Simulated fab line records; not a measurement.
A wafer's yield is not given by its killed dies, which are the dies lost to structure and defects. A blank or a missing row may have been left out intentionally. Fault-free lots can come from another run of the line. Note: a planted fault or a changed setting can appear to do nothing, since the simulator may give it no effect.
8D (eight disciplines) problem report, filled in by code -- flow berkeley cmos170 -- the parts of the form that need people (team, actions taken, sign-off) are left out

## 1. WHAT IS WRONG
Wafers free of any fault read 2228 (standard deviation 15) for NLDD_TW at UCB170_NLDD_TW_MEAS_11, against a mean of 2344 on 9 wafers of 3 lots. That is +7.7 standard deviations from the usual mean.
First seen on wafer L983.1, day 7 21:36, on film metro-02. The record holds 30 wafers of 10 lots with a number at this step. The rule behind "out" and "out of limits": a value lying over 4 standard deviations away from the usual mean. All remaining wafers that have a number are taken as sound.

## 2. WHAT IT IS; WHAT IT IS NOT
question,is,is not
which readings at this step,NLDD_TW,-
which lots,"L983, L985, L987","L975, L976, L977, L989, L991, L994, L996"
which wafers of those lots,all that have a number,-
read on which gauges,"film metro-02, film metro-03",-
when,from day 7 21:36,"up to then (9 sound wafers); but 12 sound wafers of L989, L991, L994, L996 came after"

## 3. SUSPECTS, AND WHAT RULES EACH OUT
Counting: a tool stays on the suspect list if, at a process step up to the reading, it processed all lots that are out and no sound lot following the first of them.
- the gauge at UCB170_NLDD_TW_MEAS_11: ruled out. Those wafers that are out were read across 2 gauges (film metro-02, film metro-03).
- implanter-03 at UCB170_NLDD_IMPLANT_08: kept. It ran every lot that is out, first L983 (day 7 21:12), and no sound lot after that; its last sound lot up to then is L976 (day 6 08:57). Out on those wafers are its own readings of dose ions cm2, faraday current uA.
The count leaves implanter-03 at UCB170_NLDD_IMPLANT_08.

## 4. THE CAUSE (what the simulator had put in)
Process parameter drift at UCB170_NLDD_IMPLANT_08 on implanter-03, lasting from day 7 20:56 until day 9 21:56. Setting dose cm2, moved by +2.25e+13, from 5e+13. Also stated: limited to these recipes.
After counting, this tool was the only one left.

## 5. THE CHAIN OF EFFECTS, in route order
Each row: a reading where the mean over the struck wafers with a number is more than 3 standard deviations away from the usual. Readings are gone through only where the record gives a usual standard deviation; hours: the median, over the lots, of the time from a lot's start at the first step in this table giving one to that lot's start at this step; sigmas: the change measured in usual standard deviations.
hours,step,reading,usual,on struck wafers,change,sigmas
0,UCB170_NLDD_IMPLANT_08,dose ions cm2,5.001e+13,7.250e+13,+2.249e+13,+99 or more
0,UCB170_NLDD_IMPLANT_08,faraday current uA,158.7,228.6,+69.9,+23
0,UCB170_NLDD_TW_MEAS_11,NLDD_TW,2228,2344,+116,+7.7
11,UCB170_SDANNEAL_RS_MEAS_05,NLDD_RS,616.4 ohm/sq,537.0,-79.4,-57
It contains these process steps:
- UCB170_NLDD_IMPLANT_08

## 6. WHAT WOULD HAVE CAUGHT IT SOONER
In this record the first reading out of limits at a measuring or inspecting step was taken at day 7 21:36, 1 hour after the fault began at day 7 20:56.
The tool's own readings at UCB170_NLDD_IMPLANT_08 were out on every struck wafer that the step has a row for (dose ions cm2, faraday current uA): an alarm limit on them would have fired on the first of those.
L985, L987, from the lots that are out (3), started UCB170_NLDD_IMPLANT_08 on implanter-03 later than day 7 21:36. A hold on the tool at that time would have spared those 2.
